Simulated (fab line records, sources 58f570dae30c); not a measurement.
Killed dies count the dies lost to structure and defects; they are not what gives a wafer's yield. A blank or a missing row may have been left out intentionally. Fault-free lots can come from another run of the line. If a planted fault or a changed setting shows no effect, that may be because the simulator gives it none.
Comparing a struck lot with a sound one ; flow berkeley cmos170 ; 14 steps out of a route of 331
Sound: the wafers L759.2, L759.3, L759.6. Struck: wafers L768.3, L768.5, L768.6. The cause is named last.
Order at every step that has rows: each side's tool, ch and its chambers, its first start. Under that, the readings that differ: sound wafers ; struck wafers ; difference of the means ; sigmas: that difference in standard deviations of wafers without a fault.
alike: words and numbers the same on both sides, and readings whose means are apart by under 2 such deviations; not compared: readings that were withheld, readings missing a value for some wafer, numbers with overlapping values and no deviation given by the record, and bounds like >300 which may hide the same value.
Wherever a step has rows on one side only, a row that says differs or no value, or a row with sigmas, the two part there. When numbers do not overlap yet have no deviation, they are printed without sigmas and do not part them. A reading missing from all wafers of one side parts the sides only when that side holds two or more wafers.

UCB170_PLDD_CD_MEAS_06 targets a cd of 1200 nm.
  sound on cd sem-02 at day 9 15:07; struck on cd sem-02 at day 11 01:49
  alike: cd nm
UCB170_PLDD_OVL_MEAS_07:
  sound on overlay-01 at day 9 15:13; struck on overlay-01 at day 11 01:55
  alike: PLDD_OVL
then, 2 steps without rows for these wafers: UCB170_PLDD_IMPLANT_08; UCB170_PLDD_IMPLANT_09.
UCB170_PLDD_STRIP_10: strips in O2.
  sound on plasma asher-04 ch 0,1, day 9 15:33; struck on plasma asher-02 ch 0,1, day 11 02:16
  alike: drypump motor current A, o2 flow sccm, oes product au, strip time to endpoint s
  not compared: rf hours counter h
UCB170_PLDD_TW_MEAS_11:
  sound on film metro-03 at day 9 15:40; struck on film metro-02 at day 11 02:21
  alike: PLDD_TW
then, 6 steps without rows for these wafers: UCB170_PLDD_CLEAN_12 (cleans in SPM, time 600 s); UCB170_NLDD_HMDS_00 (prime time 60 s); UCB170_NLDD_COAT_01 (resist thk 900 nm); UCB170_NLDD_SOFTBAKE_02 (time 60 s); UCB170_NLDD_EXPOSE_03 (exposes mask NSELECT, target cd 1200 nm); UCB170_NLDD_PEB_04.
UCB170_NLDD_DEVELOP_05: develop time 45 s.
  sound on litho track-03 ch 0, day 9 17:00; struck on litho track-04, day 11 04:00
  no value came back on the struck wafers for chill plate temp C (C), develop time s (s), resist line temp C (C); on the sound wafers chill plate temp C (C) reads 23.00 22.92 22.99
reading;sound;struck;difference;sigmas
model.KrF_of_NLDD_COAT_01.thk nm (nm);886.3 884.2 884.2;900.2 901 899.6;+15.4;
UCB170_NLDD_CD_MEAS_06 targets a cd of 1200 nm.
  sound on cd sem-01 at day 9 18:01; struck on cd sem-01 at day 11 04:37
reading;sound;struck;difference;sigmas
cd nm (nm);1198.0 1199.5 1199.1;- - -;no value on the struck wafers;

## WHERE THEY PART
First at UCB170_NLDD_DEVELOP_05; last, within this record, at UCB170_NLDD_CD_MEAS_06.

WHY: what had been put in by the simulator
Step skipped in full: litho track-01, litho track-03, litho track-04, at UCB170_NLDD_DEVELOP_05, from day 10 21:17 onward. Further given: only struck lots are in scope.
